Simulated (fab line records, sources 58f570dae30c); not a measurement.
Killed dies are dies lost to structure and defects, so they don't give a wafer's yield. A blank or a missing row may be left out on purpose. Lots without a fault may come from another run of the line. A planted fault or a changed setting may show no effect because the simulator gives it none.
Which tool did it? | flow berkeley_cmos170 | 15 lots, 45 wafers sampled, at 3 steps of a route of 331

WHAT THE GAUGES READ, wafer by wafer
UCB170_CONTACT_CD_MEAS_90: target cd 700 nm.
lot  | measured     | on        | cd_nm (nm)
L849 | day 9 05:40  | cd_sem-01 | 701.0 701.3 700.0
L847 | day 9 08:59  | cd_sem-01 | 700.4 701.5 700.6
L848 | day 9 09:20  | cd_sem-01 | 701.0 700.4 700.2
L852 | day 9 17:26  | cd_sem-01 | 699.8 700.8 699.3
L850 | day 9 20:50  | cd_sem-01 | 697.0 698.6 698.0
L854 | day 10 05:53 | cd_sem-02 | 699.2 700.3 698.9
L853 | day 10 06:31 | cd_sem-01 | 697.9 697.7 698.3
L855 | day 10 17:43 | cd_sem-02 | 700.1 698.9 698.4
L858 | day 10 18:13 | cd_sem-01 | 698.7 699.2 698.5
L856 | day 10 18:29 | cd_sem-01 | 700.4 699.3 698.6
L861 | day 11 18:10 | cd_sem-02 | 700.3 699.4 700.0
L860 | day 11 18:24 | cd_sem-02 | 699.3 698.5 698.8
L859 | day 11 19:58 | cd_sem-01 | 701.2 701.3 702.0
L864 | day 12 12:08 | cd_sem-01 | 701.8 701.2 702.1
L866 | day 13 05:05 | cd_sem-01 | 700.1 698.4 701.0

UCB170_V1_THK_MEAS_01.
lot  | measured     | on            | V1_TEOS_THK (nm)
L849 | day 9 10:27  | film_metro-03 | 1979 1964 2017
L847 | day 9 12:51  | film_metro-03 | 1967 1991 1973
L848 | day 9 14:11  | film_metro-02 | 2006 2062 2035
L852 | day 9 23:14  | film_metro-04 | 1968 2000 1977
L850 | day 10 00:34 | film_metro-03 | 1992 2034 2018
L854 | day 10 09:39 | film_metro-02 | 1962 1995 2012
L853 | day 10 11:07 | film_metro-03 | 1957 1983 1963
L855 | day 10 21:16 | film_metro-03 | 1974 1957 2011
L858 | day 10 22:35 | film_metro-04 | 1984 1990 2014
L856 | day 10 22:36 | film_metro-03 | 1987 1979 2003
L861 | day 11 21:35 | film_metro-03 | 1948 1966 1985
L860 | day 11 23:01 | film_metro-04 | 1999 1972 1979
L859 | day 12 00:15 | film_metro-03 | 1969 1981 2008
L864 | day 12 18:40 | film_metro-03 | 1992 2019 2009
L866 | day 13 08:51 | film_metro-03 | 1942 2016 1976

WHICH TOOL RAN EACH LOT (tool, then ch and the chambers of the sampled wafers, then the start)
lot  | UCB170_M1_METAL_ETCH_12
L849 | rie_metal-01 ch 0,1, day 9 08:19
L847 | rie_metal-02 ch 0,1, day 9 10:55
L848 | rie_metal-04 ch 0,1, day 9 11:32
L852 | rie_metal-04 ch 0,1, day 9 20:30
L850 | rie_metal-02 ch 0,1, day 9 22:38
L854 | rie_metal-01 ch 0,1, day 10 07:48
L853 | rie_metal-02 ch 0,1, day 10 09:19
L855 | rie_metal-01 ch 0,1, day 10 19:25
L858 | rie_metal-02 ch 0,1, day 10 19:57
L856 | rie_metal-01 ch 0,1, day 10 20:30
L861 | rie_metal-02 ch 0,1, day 11 19:44
L860 | rie_metal-04 ch 0,1, day 11 20:20
L859 | rie_metal-01 ch 0,1, day 11 21:43
L864 | rie_metal-01 ch 0,1, day 12 15:35
L866 | rie_metal-02 ch 0,1, day 13 07:02
- UCB170_M1_METAL_ETCH_12: etches Al in Cl2/BCl3, stops on PSG, target depth 780 nm, time 130 s.

WHAT THE TOOLS THEMSELVES READ (means of the sampled wafers that have a number; where no wafer has one, the mark that the record gives instead)
UCB170_M1_METAL_ETCH_12.
lot  | tool         | drypump_motor_current_A (A) | oes_product_au (a.u.) | throttle_valve_pct (%)
L849 | rie_metal-01 | 6.0                         | 0.857                 | 24.49
L847 | rie_metal-02 | 5.3                         | 0.859                 | 24.12
L848 | rie_metal-04 | 5.3                         | 0.864                 | 24.50
L852 | rie_metal-04 | 5.5                         | 0.861                 | 24.40
L850 | rie_metal-02 | 5.3                         | 0.863                 | 24.13
L854 | rie_metal-01 | 6.0                         | 0.851                 | 24.67
L853 | rie_metal-02 | 5.3                         | 0.862                 | 24.13
L855 | rie_metal-01 | 6.0                         | 0.851                 | 24.48
L858 | rie_metal-02 | 5.3                         | 0.874                 | 24.12
L856 | rie_metal-01 | 6.0                         | 0.855                 | 24.49
L861 | rie_metal-02 | 5.3                         | 0.867                 | 24.12
L860 | rie_metal-04 | 5.3                         | 0.852                 | 24.50
L859 | rie_metal-01 | 6.0                         | 0.853                 | 24.67
L864 | rie_metal-01 | 6.0                         | 0.855                 | 24.49
L866 | rie_metal-02 | 5.2                         | 0.872                 | 24.18

THE ANSWER, worked out from the rows above alone
Rule: what is usual is taken from the lots themselves. Put in order of their means at a reading, lots are off if they are a third of the lots or fewer, leave a main group of 4 or more, and stand apart from it by a gap of 3 or more times the standard deviation of the main group's means; of several such gaps the widest counts. A main group whose means are all the same, to the digits that the tables above print for the reading, isn't used. A lot without any number at a reading at which 4 lots or more have one is off too. The other lots that the step has rows for count as sound. The gauges are gone through in route order, then the tools' own readings, and for those a lot's mean is taken as printed above. The first step at which some lot is off is used, and at that step the reading that is off furthest; a lot without a number counts as furthest.
No lot is off at any reading shown: from this, nothing can be told.

WHAT THE SIMULATOR HAD PUT IN
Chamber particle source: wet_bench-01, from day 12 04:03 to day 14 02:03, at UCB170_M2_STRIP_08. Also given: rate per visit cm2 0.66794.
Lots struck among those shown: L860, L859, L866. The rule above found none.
